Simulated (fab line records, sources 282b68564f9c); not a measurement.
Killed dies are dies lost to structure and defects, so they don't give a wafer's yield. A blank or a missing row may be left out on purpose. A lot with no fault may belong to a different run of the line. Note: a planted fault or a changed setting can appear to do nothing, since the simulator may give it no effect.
8D (eight disciplines) problem report, filled in by code | flow rit cmos | the parts of the form that need people (team, actions taken, sign-off) are left out

1. PROBLEM STATEMENT
Mean of beam energy keV at RIT_PWELL_IMPLANT_08: 157.80 across 6 wafers in 2 lots; on wafers with no fault it is 169.99 (standard deviation 0.054). That is -99 or more standard deviations from the usual mean.
First observed at day 5 16:16: wafer L186.1, on implanter-01. At this step, 42 wafers from 14 lots have a number in the record. The rule behind "out" and "out of limits": a value lying over 4 standard deviations away from the usual mean. The other wafers with a number count as sound.

2. WHAT IT IS, WHAT IT ISN'T
question                    | is                     | is not
which readings at this step | beam energy keV        | beam on s
which lots                  | L186, L191             | L168, L169, L170, L171, L172, L174, L176, L178, L179, L181, L182, L187
which wafers of those lots  | all that have a number | -
read on which tools         | implanter-01           | implanter-02, implanter-04
when                        | from day 5 16:16       | up to then (33 sound wafers); but 3 sound wafers of L187 came after

3. SUSPECTS, AND WHAT RULES EACH OUT
Counting: a tool at any process step up to the reading remains a suspect when it ran all the lots that are out and ran no sound lot after the first of those.
- implanter-01 at RIT_PWELL_IMPLANT_08: kept. Every lot that is out went through it, starting with L186 (day 5 16:16), and after that it ran no sound lot; the last sound lot it ran before then is L182 (day 4 20:20). On those wafers its own readings are out: beam energy keV.
Remaining after the count: implanter-01 at RIT_PWELL_IMPLANT_08.

4. THE CAUSE (what the simulator had put in)
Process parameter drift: implanter-01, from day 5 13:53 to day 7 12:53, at RIT_PWELL_IMPLANT_08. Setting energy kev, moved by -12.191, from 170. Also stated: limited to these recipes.
Counting left only this tool.

5. THE EFFECT CHAIN, in route order
One row per reading whose mean, taken over the struck wafers that have a number, lies over 3 standard deviations from the usual. Only readings for which the record gives a usual standard deviation are gone through. hours: the time from each lot's start at the first step in this table that gives one to its start at this step, as a median over the lots. sigmas: the change in usual standard deviations.
hours | step                 | reading         | usual  | on struck wafers | change | sigmas
0     | RIT_PWELL_IMPLANT_08 | beam energy keV | 169.99 | 157.80           | -12.19 | -99 or more
The process steps in it:
- RIT_PWELL_IMPLANT_08
Later measuring or inspecting steps at which every struck wafer that the step has a row for has a number for every such reading, and none has moved that far: RIT_WELLDRIVE_RS_MEAS_02, RIT_GATE_THK_MEAS_07, RIT_SILICIDE_RS_MEAS_02, RIT_CONTACT_OVL_MEAS_09.

6. WHAT WOULD HAVE CAUGHT IT SOONER
The fault began at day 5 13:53; the first out-of-limits reading in this record came at day 5 16:16, 2 hours later.
